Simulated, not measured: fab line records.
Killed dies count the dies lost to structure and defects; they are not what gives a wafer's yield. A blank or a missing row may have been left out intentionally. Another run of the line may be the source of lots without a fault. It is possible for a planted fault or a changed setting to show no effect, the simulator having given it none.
What tool caused it? | flow berkeley-cmos170 | at 1 step of a route of 331, 14 lots with 42 wafers sampled

== WHAT THE GAUGES SHOWED, per wafer ==
UCB170_V1_CD_MEAS_90 targets a cd of 700 nm.
lot  | measured     | on        | cd-nm (nm)
L742 | day 9 02:35  | cd-sem-02 | 701.2 701.7 700.6
L743 | day 9 10:07  | cd-sem-01 | 697.9 698.7 700.8
L744 | day 9 11:20  | cd-sem-01 | 701.6 701.6 701.5
L747 | day 10 11:53 | cd-sem-02 | 700.5 698.9 698.9
L751 | day 10 21:02 | cd-sem-02 | 701.5 701.4 699.2
L753 | day 11 07:51 | cd-sem-02 | 698.9 699.4 700.1
L755 | day 11 10:38 | cd-sem-02 | 702.8 702.1 701.6
L758 | day 11 12:17 | cd-sem-01 | 700.8 699.6 700.4
L759 | day 11 20:35 | cd-sem-01 | 697.8 699.3 699.6
L756 | day 11 20:50 | cd-sem-02 | 699.5 699.5 699.7
L760 | day 12 01:41 | cd-sem-02 | 700.5 701.2 701.2
L761 | day 13 02:44 | cd-sem-01 | 699.7 701.5 701.1
L762 | day 13 02:59 | cd-sem-01 | 698.1 697.9 698.9
L764 | day 13 03:29 | cd-sem-01 | 700.4 700.8 701.5

== WHICH TOOL RAN EACH LOT (tool, then ch and the chambers of the sampled wafers, then the start) ==
Before these readings, the record contains no process step.

== WHAT THE TOOLS THEMSELVES READ (means of the sampled wafers that have a number; where no wafer has one, the mark that the record gives instead) ==
The record holds no such reading with a usual standard deviation.

== THE ANSWER, worked out from the rows above alone ==
Rule: the usual values come from the lots themselves. Put in order of their means at a reading, lots are off if they are a third of the lots or fewer, leave a main group of 4 or more, and stand apart from it by a gap of 3 or more times the standard deviation of the main group's means; of several such gaps the widest counts. The tables above print the reading to a certain number of digits; a main group whose means all agree to those digits is not used. Also off: a lot with no number at a reading for which 4 or more lots have one. Where the step has rows for the other lots, those lots are counted as sound. First the gauges in route order, then the tools' own readings, where a lot's mean is used as printed above. At the first step where some lot is off, the reading lying furthest off is the one used; lots without a number count as furthest.
No lot is off on any of the readings shown, so nothing can be concluded from this.

== WHAT WAS PUT IN BY THE SIMULATOR ==
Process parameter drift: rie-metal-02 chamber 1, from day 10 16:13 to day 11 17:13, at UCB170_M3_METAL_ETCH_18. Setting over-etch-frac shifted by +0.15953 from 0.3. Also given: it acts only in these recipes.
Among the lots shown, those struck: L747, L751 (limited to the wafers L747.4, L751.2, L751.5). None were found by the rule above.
